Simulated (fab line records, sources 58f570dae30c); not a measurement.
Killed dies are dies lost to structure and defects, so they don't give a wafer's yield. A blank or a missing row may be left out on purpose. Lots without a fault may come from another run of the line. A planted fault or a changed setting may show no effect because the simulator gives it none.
A struck lot beside a sound one | flow berkeley_cmos170 | 44 steps out of a route of 331
Sound: wafers L881.1, L881.3, L881.5. Struck: wafers L872.3, L872.4, L872.6. The cause comes at the end.
At each step with rows: each side's tool, then ch and its chambers, then its first start. Under that, the readings that differ: sound wafers | struck wafers | difference of the means | sigmas: that difference in standard deviations of wafers without a fault.
alike: readings whose means differ by less than 2 such deviations, and words and numbers that are the same on both sides. not compared: withheld readings, readings that some wafer has no value for, bounds like >300 that may hide the same value, and numbers for which the record gives no deviation and whose values overlap.
The two part at a step that has a row with sigmas, a row that says differs or no value, or rows on one side only. Numbers that don't overlap but have no deviation are shown without sigmas and don't part them. A reading that every wafer of one side lacks parts them only if that side has two wafers or more.

UCB170_GATE_ETCH_15: etches poly-Si in HBr/Cl2, stops on SiO2, time 56.3 s, target depth 278.2 nm.
  sound on rie_si-02 ch 0,2,3, day 10 09:37; struck on rie_si-01 ch 1,3, day 8 11:47
  alike: HBr_flow_sccm, bias_w, chamber_pressure_mTorr, drypump_motor_current_A, he_backside_leak_sccm, mfc_cl2_sccm, oes_product_au, throttle_valve_pct
  not compared: rf_hours_counter_h
UCB170_GATE_STRIP_16: strips in O2.
  sound on plasma_asher-03 ch 0,1, day 10 09:40; struck on plasma_asher-01 ch 0,1, day 8 11:52
  alike: chamber_pressure_mTorr, drypump_motor_current_A, oes_product_au
  not compared: rf_hours_counter_h
UCB170_GATE_CD_MEAS_90: target cd 350 nm.
  sound on cd_sem-01, day 10 09:46; struck on cd_sem-02, day 8 11:58
  alike: cd_nm
then, 7 steps without rows for these wafers: UCB170_GATE_CLEAN_17 (cleans in SPM, time 600 s); UCB170_PLDD_HMDS_00 (prime time 60 s); UCB170_PLDD_COAT_01 (resist thk 900 nm); UCB170_PLDD_SOFTBAKE_02 (time 60 s); UCB170_PLDD_EXPOSE_03 (exposes mask PSELECT, target cd 1200 nm); UCB170_PLDD_PEB_04; UCB170_PLDD_DEVELOP_05 (develop time 45 s).
UCB170_PLDD_CD_MEAS_06: target cd 1200 nm.
  sound on cd_sem-01, day 10 11:04; struck on cd_sem-01, day 8 13:23
  alike: cd_nm
UCB170_PLDD_OVL_MEAS_07:
  sound on overlay-01, day 10 11:11; struck on overlay-01, day 8 13:29
  alike: PLDD_OVL
UCB170_PLDD_IMPLANT_08:
  sound on implanter-02 ch 0, day 10 11:14; struck on implanter-04 ch 0, day 8 13:34
  reading            | sound          | struck      | difference | sigmas
  beam_on_s (s)      | 10.1 10.4 10.2 | 8.0 8.0 8.1 | -2.2       | -6
  faraday_current_uA | 156 153 156    | 199 199 195 | +43        | +8
then, 1 step without rows for these wafers: UCB170_PLDD_IMPLANT_09.
UCB170_PLDD_STRIP_10: strips in O2.
  sound on plasma_asher-03 ch 0,1, day 10 11:32; struck on plasma_asher-02 ch 0,1, day 8 13:50
  reading                      | sound             | struck            | difference | sigmas
  strip_time_to_endpoint_s (s) | 21.69 21.63 21.67 | 21.52 21.60 21.52 | -0.12      | -2
  alike: chamber_pressure_mTorr, drypump_motor_current_A, oes_product_au
  not compared: rf_hours_counter_h
UCB170_PLDD_TW_MEAS_11:
  sound on film_metro-03, day 10 11:38; struck on film_metro-02, day 8 13:56
  reading | sound          | struck      | difference | sigmas
  PLDD_TW | 1012 1014 1015 | 959 954 963 | -55        | -5
then, 7 steps without rows for these wafers: UCB170_PLDD_CLEAN_12 (cleans in SPM, time 600 s); UCB170_NLDD_HMDS_00 (prime time 60 s); UCB170_NLDD_COAT_01 (resist thk 900 nm); UCB170_NLDD_SOFTBAKE_02 (time 60 s); UCB170_NLDD_EXPOSE_03 (exposes mask NSELECT, target cd 1200 nm); UCB170_NLDD_PEB_04; UCB170_NLDD_DEVELOP_05 (develop time 45 s).
UCB170_NLDD_CD_MEAS_06: target cd 1200 nm.
  sound on cd_sem-02, day 10 13:02; struck on cd_sem-01, day 8 15:02
  alike: cd_nm
UCB170_NLDD_OVL_MEAS_07:
  sound on overlay-01, day 10 13:10; struck on overlay-01, day 8 15:07
  reading       | sound    | struck | difference | sigmas
  NLDD_OVL (nm) | -5 -8 -8 | 1 8 5  | +12        | +2
then, 3 steps without rows for these wafers: UCB170_NLDD_IMPLANT_08; UCB170_NLDD_IMPLANT_09; UCB170_NLDD_STRIP_10 (strips in O2).
UCB170_NLDD_TW_MEAS_11:
  sound on film_metro-03, day 10 13:36; struck on film_metro-02, day 8 15:34
  alike: NLDD_TW
then, 1 step without rows for these wafers: UCB170_NLDD_CLEAN_12 (cleans in SPM, time 600 s).
UCB170_SPACER_CVD_00: deposits SiO2 from TEOS/O2, target thk 376 nm, time 47 s.
  sound on pecvd-02 ch 1,2, day 10 13:51; struck on pecvd-01 ch 1,2, day 8 15:47
  alike: heater_power_w, pressure_mtorr, susceptor_temp_C
UCB170_SPACER_THK_MEAS_01:
  sound on film_metro-04, day 10 13:53; struck on film_metro-03, day 8 15:50
  alike: SPACER_TEOS_THK
then, 1 step without rows for these wafers: UCB170_SPACER_ANNEAL_02 (time 1800 s).
UCB170_SPACER_ETCHBACK_03: etches SiO2 in CHF3/CF4/Ar, stops on Si, target depth 376 nm, time 100 s.
  sound on rie_diel-01 ch 0,1,2, day 11 00:25; struck on rie_diel-04 ch 0,1,2, day 8 21:16
  alike: chamber_pressure_mTorr, drypump_motor_current_A, oes_product_au, throttle_valve_pct
  not compared: rf_hours_counter_h
then, 6 steps without rows for these wafers: UCB170_PSD_HMDS_00 (prime time 60 s); UCB170_PSD_COAT_01 (resist thk 900 nm); UCB170_PSD_SOFTBAKE_02 (time 60 s); UCB170_PSD_EXPOSE_03 (exposes mask PSELECT MOD, target cd 1200 nm); UCB170_PSD_PEB_04; UCB170_PSD_DEVELOP_05 (develop time 45 s).
UCB170_PSD_CD_MEAS_06: target cd 1200 nm.
  sound on cd_sem-02, day 11 02:46; struck on cd_sem-02, day 8 22:32
  alike: cd_nm
UCB170_PSD_OVL_MEAS_07:
  sound on overlay-02, day 11 02:53; struck on overlay-02, day 8 22:38
  alike: PSD_OVL
UCB170_SDANNEAL_RS_MEAS_04: measures by four-point-probe.
  sound on film_metro-02, day 11 06:24; struck on film_metro-03, day 9 02:34
  reading          | sound                | struck               | difference | sigmas
  PLDD_RS (ohm/sq) | 1030.4 1030.2 1027.6 | 1127.0 1127.4 1122.4 | +96.2      | +37
UCB170_M3_PROBE_99:
  sound on prober-02, day 12 08:43; struck on prober-01, day 10 05:04
  reading                               | sound               | struck              | difference | sigmas
  model.etest.pldd.line_ohm_um          | 1837 1815 1796      | 1917 1982 1994      | +148       |
  model.etest.pldd.rs_ohm_sq            | 1101 1108 1125      | 1179 1247 1221      | +104       |
  model.etest.pmos_0p35.isub_log10_a_um | -8.232 -8.23 -8.248 | -8.297 -8.336 -8.27 | -0.064     |

WHERE THEY PART
First at UCB170_PLDD_IMPLANT_08; last, within this record, at UCB170_SDANNEAL_RS_MEAS_04.

WHY: what the simulator had put in
Process parameter drift: implanter-04, from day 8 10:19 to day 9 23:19, at UCB170_PLDD_IMPLANT_08. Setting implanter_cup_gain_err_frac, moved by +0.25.
